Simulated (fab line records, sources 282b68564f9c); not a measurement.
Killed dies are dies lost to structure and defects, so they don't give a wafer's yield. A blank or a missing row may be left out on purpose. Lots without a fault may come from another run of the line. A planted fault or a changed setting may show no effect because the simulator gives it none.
fab line records | flow rit_cmos
record lots=7 wafers=21 last_day=7
route steps=202 shown ACTIVE@1 M1@202
lots that met no fault: from a run of the same line without faults
start_h: hours from the record's first day to the start of the lot's first wafer shown | wait_h: hours since the lot's step before | " the same as in the row above | L1.1+2: a row that stands for several wafers | - no value, or no start given | * or withheld: withheld | < > ~ a bound
route shown NAME@n: a module of which the file shows steps, and the number in the route of the first | usual: mean/standard deviation of fault-free wafers | same: alike in all rows | chamber/n: place in a boat | sites: the reading at each site | _std_site: their standard deviation | _edge_site: outer sites' mean less inner sites' | radius_mm: how far each site lies from the wafer's centre | mask NAME#n: copy n | behind: the tool/chamber that last shaped the wafer | hold: why the lot was held/for how many hours/how that ended | device: the transistor (n, p or np) that didn't switch | end of line: the same wafers' tests at the end of the route | a step without rows: its recipe alone | killed: dies lost to structure and defects at the first sort, not the wafer's yield | map: a wafer's dies, x killed, . not, _ none there
set.NAME: the setting as run; set.NAME@STEP: as run at that earlier step | model.NAME: the simulator's own value behind a step, which no gauge read
lots at some steps of the route; a table a step, a row a wafer
services: from which hour (start_h, from the record's first day; less than 0 if before it) a tool's chamber was out of use, for how many hours, and why
## steps
# step RIT_ACTIVE_BOW_MEAS_00
# recipe mode=bow
# usual INCOMING_BOW=0/6.5
# columns lot.wafer tool chamber start_h wait_h INCOMING_BOW[um]
L764.1 film_metro-03 - 30.00 - -1
L764.3 " - " " 10
L764.5 " - " " 0
L773.1 film_metro-02 - 75.00 - 2
L773.3 " - " " -3
L773.5 " - " " -4
L775.1 film_metro-04 - 85.00 - 1
L775.2 " - " " 2
L775.6 " - " " -5
L776.1 film_metro-02 - 90.00 - 3
L776.4 " - " " 0
L776.5 " - " " 0
L777.1 film_metro-03 - 95.00 - -6
L777.3 " - " " -8
L777.4 " - " " -5
L778.2 film_metro-02 - 100.02 - -11
L778.5 " - " " -3
L778.6 " - " " -5
L783.1 film_metro-02 - 125.00 - -7
L783.3 " - " " 0
L783.5 " - " " -10
# step RIT_ACTIVE_OXIDATION_01
# recipe temp_c=1000 ambient=O2 target_thk_a=468 ox_time_s=3360
# step RIT_ACTIVE_THK_MEAS_02
# recipe reads=SiO2_of_ACTIVE_OXIDATION_01
# usual ACTIVE_OXIDE_THK=46.6/0.95
# columns lot.wafer tool chamber start_h wait_h ACTIVE_OXIDE_THK[nm]
L764.1 film_metro-03 - 32.05 0.0 48.1
L764.3 " - " " 46.9
L764.5 " - " " 47.8
L773.1 film_metro-03 - 80.04 0.0 45.1
L773.3 " - " " 44.4
L773.5 " - " " 44.8
L775.1 film_metro-02 - 88.36 0.0 47.0
L775.2 " - " " 47.7
L775.6 " - " " 48.1
L776.1 film_metro-02 - 93.17 0.0 46.7
L776.4 " - " " 46.8
L776.5 " - " " 46.8
L777.1 film_metro-04 - 97.74 0.0 46.4
L777.3 " - " " 46.1
L777.4 " - " " 46.6
L778.2 film_metro-03 - 103.99 0.0 46.3
L778.5 " - " " 45.9
L778.6 " - " " 45.2
L783.1 film_metro-04 - 127.25 0.0 47.1
L783.3 " - " " 46.8
L783.5 " - " " 46.4
# step RIT_ACTIVE_CVD_03
# recipe material=Si3N4 target_thk_nm=150 temp_c=810 precursor=SiH2Cl2/NH3 time_s=1500 pressure_mtorr=300 sih2cl2_flow_sccm=60 nh3_flow_sccm=150
# step RIT_ACTIVE_THK_MEAS_04
# recipe reads=Si3N4_of_ACTIVE_CVD_03
# usual ACTIVE_NITRIDE_THK=149.8/1.4
# columns lot.wafer tool chamber start_h wait_h ACTIVE_NITRIDE_THK[nm]
L764.1 film_metro-02 - 33.53 0.0 150.0
L764.3 " - " " 150.2
L764.5 " - " " 151.2
L773.1 film_metro-02 - 81.52 0.0 150.7
L773.3 " - " " 151.3
L773.5 " - " " 150.8
L775.1 film_metro-04 - 89.83 0.0 149.3
L775.2 " - " " 151.0
L775.6 " - " " 149.9
L776.1 film_metro-02 - 94.64 0.0 152.0
L776.4 " - " " 151.4
L776.5 " - " " 151.6
L777.1 film_metro-04 - 99.22 0.0 149.6
L777.3 " - " " 148.6
L777.4 " - " " 150.1
L778.2 film_metro-04 - 105.47 0.0 151.6
L778.5 " - " " 151.2
L778.6 " - " " 149.8
L783.1 film_metro-03 - 128.72 0.0 149.1
L783.3 " - " " 148.1
L783.5 " - " " 148.6
# step RIT_ACTIVE_HMDS_05
# recipe prime_time_s=60 prime_temp_c=140
# step RIT_ACTIVE_COAT_06
# recipe resist=NOVOLAK spin_rpm=3250 resist_thk_nm=1000
# usual dispense_pressure_kPa=52.8/1 spin_speed_rpm=3250.2/1.9
# columns lot.wafer tool chamber start_h wait_h dispense_pressure_kPa spin_speed_rpm model.NOVOLAK_of_ACTIVE_COAT_06.thk_nm
L764.1 litho_track-01 0 33.74 0.1 53.6 3247.7 1004
L764.3 " 0 " " 53.6 3250.2 1002
L764.5 " 0 " " 53.6 3247.8 1005
L773.1 litho_track-01 0 81.73 0.1 53.6 3252.5 1005
L773.3 " 0 " " 53.6 3249.0 1005
L773.5 " 0 " " 53.6 3251.6 1002
L775.1 litho_track-03 0 90.04 0.1 52.8 3252.5 998.1
L775.2 " 0 " " 52.8 3252.0 1000
L775.6 " 0 " " 52.8 3251.3 998.4
L776.1 litho_track-01 0 94.85 0.1 53.6 4358.4 863.9
L776.4 " 0 " " 53.6 4358.9 866.4
L776.5 " 0 " " 53.7 4356.8 865.8
L777.1 litho_track-01 0 99.53 0.1 53.6 4356.6 862.2
L777.3 " 0 " " 53.6 4355.8 861.6
L777.4 " 0 " " 53.7 4356.8 859.3
L778.2 litho_track-01 0 105.69 0.1 53.6 4354.6 865.6
L778.5 " 0 " " 53.6 4355.7 866.7
L778.6 " 0 " " 53.6 4356.0 865.8
L783.1 litho_track-03 0 128.93 0.1 52.7 3249.5 996.3
L783.3 " 0 " " 52.7 3252.4 992.8
L783.5 " 0 " " 52.7 3250.9 994.7
# step RIT_ACTIVE_SOFTBAKE_07
# recipe resist=NOVOLAK temp_c=90 time_s=60
# step RIT_ACTIVE_EXPOSE_08
# recipe mask_id=M1 na=0.6 source_shape=conventional sigma_outer=0.6 target_cd_nm=1400 dose_mj=225
# step RIT_ACTIVE_PEB_09
# recipe resist=NOVOLAK temp_c=withheld time_s=withheld
# step RIT_ACTIVE_DEVELOP_10
# recipe resist=NOVOLAK develop_time_s=50 dev_temp_c=23
# step RIT_ACTIVE_CD_MEAS_11
# recipe target_cd_nm=1400
# usual cd_nm=1399.4/2
# columns lot.wafer tool chamber start_h wait_h hold cd_nm
L764.1 cd_sem-02 - 34.68 - - 1400.3
L764.3 " - " " - 1399.7
L764.5 " - " " - 1397.4
L773.1 cd_sem-02 - 82.55 - - 1400.7
L773.3 " - " " - 1400.8
L773.5 " - " " - 1398.8
L775.1 cd_sem-02 - 90.74 - - 1402.1
L775.2 " - " " - 1398.7
L775.6 " - " " - 1396.7
L776.1 cd_sem-02 - 95.68 - await_dispo/0.2h/release 1386.4
L776.4 " - " " await_dispo/0.2h/release 1387.1
L776.5 " - " " await_dispo/0.2h/release 1386.5
L776.1 cd_sem-02 - 95.97 0.3 - 1386.3
L776.4 " - " " - 1387.2
L776.5 " - " " - 1386.5
L777.1 cd_sem-02 - 100.36 - await_dispo/0.2h/release 1381.3
L777.3 " - " " await_dispo/0.2h/release 1382.8
L777.4 " - " " await_dispo/0.2h/release 1384.5
L777.1 cd_sem-02 - 100.64 0.3 - 1381.6
L777.3 " - " " - 1382.8
L777.4 " - " " - 1384.5
L778.2 cd_sem-01 - 106.51 - await_dispo/0.2h/release 1386.7
L778.5 " - " " await_dispo/0.2h/release 1385.7
L778.6 " - " " await_dispo/0.2h/release 1387.1
L778.2 cd_sem-01 - 106.80 0.3 - 1386.8
L778.5 " - " " - 1385.9
L778.6 " - " " - 1387.6
L783.1 cd_sem-01 - 129.63 - - 1398.3
L783.3 " - " " - 1399.2
L783.5 " - " " - 1399.5
# step RIT_ACTIVE_ETCH_13
# recipe stop_on=SiO2 chemistry=SF6 target=Si3N4 time_s=210 over_etch_frac=0.4 SF6_flow_sccm=200 pressure_mtorr=260 rf_w=125 target_depth_a=2100
# usual drypump_motor_current_A=5.6/0.46 oes_product_au=0.817/0.011 throttle_valve_pct=7.52/0.1
# columns lot.wafer tool chamber start_h wait_h drypump_motor_current_A oes_product_au rf_hours_counter_h throttle_valve_pct model.NOVOLAK_of_ACTIVE_COAT_06.thk_nm model.ACTIVE.cd_nm
L764.1 rie_diel-01 1 34.95 0.1 6.0 0.839 170 7.56 658.1 1400
L764.3 " 3 " " 6.2 0.819 53 7.61 657.6 1400
L764.5 " 0 " " 5.5 0.813 - 7.58 655.7 1398
L773.1 rie_diel-02 2 82.82 0.1 5.9 0.831 64 7.59 655.6 1401
L773.3 " 1 " " 4.7 0.820 152 7.44 659.6 1401
L773.5 " 0 " " 5.1 0.811 - 7.40 656.8 1399
L775.1 rie_diel-02 2 91.01 0.1 5.9 0.816 64 7.60 649.6 1402
L775.2 " 0 " " 5.1 0.813 92 7.41 657.6 -
L775.6 " 0 " " 5.1 0.809 - 7.41 657.6 1397
L776.1 rie_diel-01 2 101.15 0.1 5.0 0.827 7 7.50 536.5 1386
L776.4 " 2 " " 5.0 0.814 - 7.50 539.1 1387
L776.5 " 1 " " 5.9 0.827 - 7.53 535.7 1387
L777.1 rie_diel-02 3 102.61 0.1 5.9 0.808 27 7.64 535.8 1381
L777.3 " 1 " " 4.7 0.813 152 7.44 537 1383
L777.4 " 0 " " 5.1 0.815 92 7.41 533.1 1385
L778.2 rie_diel-03 3 110.14 0.1 5.8 0.822 14 7.38 540 1387
L778.5 " 1 " " 6.0 0.818 - 7.29 541.2 1386
L778.6 " 2 " " 5.7 0.819 - 7.37 541.1 1387
L783.1 rie_diel-03 2 129.90 0.1 5.7 0.815 91 7.37 654.5 1398
L783.3 " 0 " " 5.7 0.833 50 7.55 647.5 1399
L783.5 " 1 " " 6.0 0.810 - 7.29 652.6 -
# step RIT_ACTIVE_STRIP_14
# recipe chemistry=O2 time_s=180 resist=NOVOLAK platen_temp_c=withheld power_w=500 pressure_mtorr=4000 o2_flow_sccm=4000
# usual drypump_motor_current_A=5.8/0.37
# columns lot.wafer tool chamber start_h wait_h drypump_motor_current_A rf_hours_counter_h
L764.1 plasma_asher-03 1 35.09 0.1 5.6 39
L764.3 " 0 " " 5.7 -
L764.5 " 0 " " 5.6 -
L773.1 plasma_asher-03 0 82.96 0.1 5.6 44
L773.3 " 1 " " 5.6 -
L773.5 " 0 " " 5.6 -
L775.1 plasma_asher-03 0 91.15 0.1 5.7 45
L775.2 " 1 " " 5.6 45
L775.6 " 1 " " 5.6 -
L776.1 plasma_asher-03 1 101.28 0.1 5.6 46
L776.4 " 0 " " 5.7 -
L776.5 " 0 " " 5.6 -
L777.1 plasma_asher-02 0 102.93 0.2 5.5 45
L777.3 " 1 " " 5.5 -
L777.4 " 0 " " 5.4 -
L778.2 plasma_asher-03 0 117.84 7.6 5.6 47
L778.5 " 1 " " 5.6 -
L778.6 " 0 " " 5.6 -
L783.1 plasma_asher-03 0 130.04 0.1 5.6 1
L783.3 " 0 " " 5.7 -
L783.5 " 1 " " 5.5 -
# step RIT_M1_PROBE_99
# usual killed_at_M0_to_M3=0.0/0.083 killed_at_front_end=6.7/2.7 killed_dies=6.7/2.7 killed_open=3.2/1.8 killed_short=3.5/1.9
# same gross_dies=264 killed_at_M4_up=0 killed_at_back_side=0 killed_at_contacts=0 killed_at_other=0
# columns lot.wafer tool chamber start_h wait_h killed_at_M0_to_M3 killed_at_front_end killed_dies killed_open killed_short
L764.1 prober-01 - 79.87 0.1 0 10 10 5 5
L764.3 prober-01 - 79.97 0.2 0 9 9 4 5
L764.5 prober-01 - 80.07 0.2 1 4 5 2 3
L773.1 prober-01 - 130.03 0.1 0 3 3 1 1
L773.3 prober-01 - 130.13 0.2 0 6 6 3 2
L773.5 prober-01 - 130.23 0.2 0 14 14 4 8
L775.1 prober-01 - 137.57 0.1 0 9 9 5 4
L775.2 prober-01 - 137.62 0.1 0 7 7 5 2
L775.6 prober-01 - 137.82 0.2 0 8 8 6 2
L777.1 prober-01 - 152.15 0.1 0 7 7 4 3
L777.3 prober-01 - 152.25 0.2 0 7 7 4 3
L777.4 prober-01 - 152.30 0.2 0 8 8 2 6
L778.2 prober-02 - 169.74 0.1 0 6 6 1 5
L778.5 prober-02 - 169.89 0.2 0 7 7 3 4
L778.6 prober-02 - 169.94 0.2 0 7 7 3 4
L783.1 prober-01 - 179.22 0.1 0 11 11 5 6
L783.3 prober-01 - 179.32 0.2 0 8 8 5 2
L783.5 prober-01 - 179.42 0.2 0 7 7 3 4
# killed by level:class
L764.1 FOX1:geometric_particle:short=2 SPACER:geometric_particle:open=2 FOX1:geometric_particle:open=1 REOX:geometric_particle:open=1 REOX:geometric_particle:short=1 SPACER:geometric_particle:short=1 SILICIDE:geometric_particle:short=1 SILICIDE:geometric_particle:open=1
L764.3 SPACER:geometric_particle:short=4 SILICIDE:geometric_particle:open=2 GATE:geometric_particle:open=1 SPACER:geometric_particle:open=1 SILICIDE:geometric_particle:short=1
L764.5 GATE:geometric_particle:short=1 REOX:geometric_particle:open=1 REOX:geometric_particle:short=1 SILICIDE:geometric_particle:open=1 M1:geometric_particle:short=1
L773.1 FOX1:geometric_particle:short=1 GATE:geometric_particle:open=1 NLDD:coat_microbubble_printed=1
L773.3 GATE:geometric_particle:open=2 SPACER:geometric_particle:open=1 SPACER:geometric_particle:short=1 SILICIDE:geometric_particle:short=1 NLDD:coat_microbubble_printed=1
L773.5 GATE:geometric_particle:short=4 NLDD:coat_microbubble_printed=2 FOX1:geometric_particle:short=1 FOX1:geometric_particle:open=1 FOX2:geometric_particle:short=1 REOX:geometric_particle:short=1 REOX:geometric_particle:open=1 SPACER:geometric_particle:open=1
L775.1 GATE:geometric_particle:open=2 FOX1:geometric_particle:open=1 FOX1:geometric_particle:short=1 FOX2:geometric_particle:short=1 GATE:geometric_particle:short=1 SPACER:geometric_particle:open=1 SILICIDE:geometric_particle:open=1 SILICIDE:geometric_particle:short=1
L775.2 SPACER:geometric_particle:open=3 GATE:geometric_particle:short=1 GATE:geometric_particle:open=1 REOX:geometric_particle:open=1 SILICIDE:geometric_particle:short=1
L775.6 SPACER:geometric_particle:open=2 SILICIDE:geometric_particle:short=2 FOX1:geometric_particle:open=1 FOX2:geometric_particle:open=1 GATE:geometric_particle:open=1 REOX:geometric_particle:open=1
L777.1 SPACER:geometric_particle:open=2 FOX1:geometric_particle:short=1 FOX2:geometric_particle:open=1 GATE:geometric_particle:open=1 GATE:geometric_particle:short=1 SPACER:geometric_particle:short=1
L777.3 SPACER:geometric_particle:short=2 SPACER:geometric_particle:open=2 FOX1:geometric_particle:open=1 GATE:geometric_particle:short=1 REOX:geometric_particle:open=1
L777.4 GATE:geometric_particle:open=2 SPACER:geometric_particle:short=2 FOX2:geometric_particle:short=1 GATE:geometric_particle:short=1 REOX:geometric_particle:short=1 SILICIDE:geometric_particle:short=1
L778.2 SILICIDE:geometric_particle:short=3 FOX1:geometric_particle:short=1 GATE:geometric_particle:short=1 GATE:geometric_particle:open=1
L778.5 GATE:geometric_particle:open=2 ACTIVE:geometric_particle:short=1 FOX2:geometric_particle:open=1 FOX2:geometric_particle:short=1 GATE:geometric_particle:short=1 REOX:geometric_particle:short=1
L778.6 FOX1:geometric_particle:short=1 FOX2:geometric_particle:short=1 GATE:geometric_particle:short=1 GATE:geometric_particle:open=1 SPACER:geometric_particle:open=1 SILICIDE:geometric_particle:open=1 SILICIDE:geometric_particle:short=1
L783.1 GATE:geometric_particle:open=3 REOX:geometric_particle:short=3 SPACER:geometric_particle:short=2 GATE:geometric_particle:short=1 REOX:geometric_particle:open=1 SILICIDE:geometric_particle:open=1
L783.3 SPACER:geometric_particle:open=2 FOX2:geometric_particle:open=1 GATE:geometric_particle:open=1 GATE:geometric_particle:short=1 REOX:geometric_particle:open=1 SPACER:geometric_particle:short=1 NSD:coat_microbubble_printed=1
L783.5 SPACER:geometric_particle:short=2 GATE:geometric_particle:short=1 FOX2:geometric_particle:short=1 GATE:geometric_particle:open=1 SPACER:geometric_particle:open=1 SILICIDE:geometric_particle:open=1
## services
# columns tool chamber start_h hours kind
rie_diel-02 - 12.49 0.5 repair
rie_diel-01 3 21.91 6.7 repair
rie_diel-01 2 28.70 2.9 repair
rie_diel-01 1 44.55 - clean
rie_diel-01 1 44.55 21.6 scheduled_down
rie_diel-01 1 44.55 21.6 vent_cycle
rie_diel-03 0 71.79 4.9 repair
rie_diel-01 - 80.61 2.8 pm
rie_diel-01 0 95.68 8.3 repair
plasma_asher-03 - 108.84 9.0 pm
plasma_asher-03 0 108.84 9.0 vent_cycle
plasma_asher-03 1 108.84 9.0 vent_cycle
plasma_asher-03 0 117.84 - clean
plasma_asher-03 1 117.84 - clean
rie_diel-01 3 120.95 7.5 repair
rie_diel-03 1 123.37 3.4 repair
## key
first_sign step=RIT_ACTIVE_COAT_06 reading=spin_speed_rpm direction=up sigmas=99+ usual=3250.2 struck=4356.6
effect step=RIT_ACTIVE_CD_MEAS_11 reading=visit direction=added
effect step=RIT_ACTIVE_CD_MEAS_11 reading=cd_nm direction=down sigmas=7.1 usual=1399.4 struck=1385.3
model_effect step=RIT_ACTIVE_COAT_06 value=NOVOLAK_of_ACTIVE_COAT_06.thk_nm without=1001 struck=864.1
model_effect step=RIT_ACTIVE_ETCH_13 value=NOVOLAK_of_ACTIVE_COAT_06.thk_nm without=657.1 struck=537.7
met_at RIT_ACTIVE_COAT_06
struck_wafers L776.1,L776.4,L776.5,L777.1,L777.3,L777.4,L778.2,L778.5,L778.6
rows_end L776.1,L776.4,L776.5
tester_left_out L777,L778
onset_between 81.73 94.85
fault kind=process_parameter_drift tool=litho_track-01 chamber=- onset_h=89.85 steps=RIT_ACTIVE_COAT_06 channel=spin_rpm offset=1108.3 shape=step end_h=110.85 acts_in=these_recipes_only stated=3250
# tester_left_out: of these lots the tester's yield and bins aren't shown, on N5 and GAA mostly nor the transistor test; their killed dies are dies lost to structure and defects alone, not to doping, threshold or leakage, so they don't give the yield
# rows_end: these wafers met a further fault down the route, and their rows from its step on are left out
